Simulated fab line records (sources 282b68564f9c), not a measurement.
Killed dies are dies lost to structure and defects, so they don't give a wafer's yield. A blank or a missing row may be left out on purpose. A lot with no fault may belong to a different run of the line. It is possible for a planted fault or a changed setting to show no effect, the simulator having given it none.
Code-filled problem report in 8D (eight disciplines) form / flow rit-cmos / the parts of the form that need people (team, actions taken, sign-off) are left out

## 1. PROBLEM STATEMENT
Mean PSD_TW at RIT_PSD_TW_MEAS_10: 3532 over 6 wafers in 2 lots; fault-free wafers: 3409, standard deviation 24. That is +5.1 standard deviations from the usual mean.
Seen first at day 5 13:32 on film-metro-03, wafer L319.1. At this step, 42 wafers from 14 lots have a number in the record. By rule, "out" or "out of limits" means more than 4 standard deviations away from the usual mean. All remaining wafers that have a number are taken as sound.

## 2. WHAT IT IS AND WHAT IT IS NOT
question=which readings at this step | is=PSD_TW | is not=-
question=which lots | is=L319, L321 | is not=L308, L309, L310, L311, L312, L313, L315, L317, L318, L328, L330, L331
question=which wafers of those lots | is=all that have a number | is not=-
question=read on which gauges | is=film-metro-01, film-metro-03 | is not=film-metro-04
question=when | is=from day 5 13:32 | is not=up to then (27 sound wafers); but 9 sound wafers of L328, L330, L331 came after

## 3. THE SUSPECTS, EACH WITH WHAT RULES IT OUT
Counting: a tool stays on the suspect list if, at a process step up to the reading, it processed all lots that are out and no sound lot following the first of them.
- the gauge at RIT_PSD_TW_MEAS_10: ruled out. 2 gauges (film-metro-01, film-metro-03) read the wafers that are out.
- implanter-01 at RIT_PSD_IMPLANT_08: kept. It processed each lot that is out, first L319 at day 5 13:13, and no sound lot thereafter; up to then, the last sound lot it processed was L318 at day 5 07:32. Its own readings are out on those wafers: beam-on-s, dose-ions-cm2.
After counting, what remains is implanter-01 at RIT_PSD_IMPLANT_08.

## 4. THE CAUSE (what the simulator had put in)
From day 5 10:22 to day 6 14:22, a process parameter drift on implanter-01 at RIT_PSD_IMPLANT_08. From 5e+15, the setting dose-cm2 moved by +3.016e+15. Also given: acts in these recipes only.
The count eliminated every tool but this one.

## 5. THE EFFECT CHAIN, in route order
Each row: a reading whose mean over the struck wafers that have a number lies more than 3 standard deviations from the usual. Scope: only readings with a usual standard deviation given in the record; hours: median across lots of the time from each lot's start at the first step in this table that gives one to its start at this step; sigmas: change in usual standard deviations.
hours=0; step=RIT_PSD_IMPLANT_08; reading=beam-on-s; usual=13.2 s; on struck wafers=23.7; change=+10.5; sigmas=+9.5
hours=0; step=RIT_PSD_IMPLANT_08; reading=dose-ions-cm2; usual=5e+15; on struck wafers=8e+15; change=+3e+15; sigmas=+99 or more
hours=0; step=RIT_PSD_TW_MEAS_10; reading=PSD_TW; usual=3409; on struck wafers=3532; change=+122; sigmas=+5.1
hours=1; step=RIT_SDANNEAL_RS_MEAS_04; reading=PSD_RS; usual=115.9 ohm/sq; on struck wafers=110.2; change=-5.7; sigmas=-17
Here are the process steps it includes:
- RIT_PSD_IMPLANT_08

## 6. HOW IT WOULD HAVE BEEN CAUGHT EARLIER
In this record the first reading out of limits at a measuring or inspecting step was taken at day 5 13:32, 3 hours after the fault began at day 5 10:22.
The tool's own readings at RIT_PSD_IMPLANT_08 were out on every struck wafer that the step has a row for (beam-on-s, dose-ions-cm2): an alarm limit on them would have fired on the first of those.
L321, from the lots that are out (2), started RIT_PSD_IMPLANT_08 on implanter-01 later than day 5 13:32. Holding the tool at that time would have saved it.
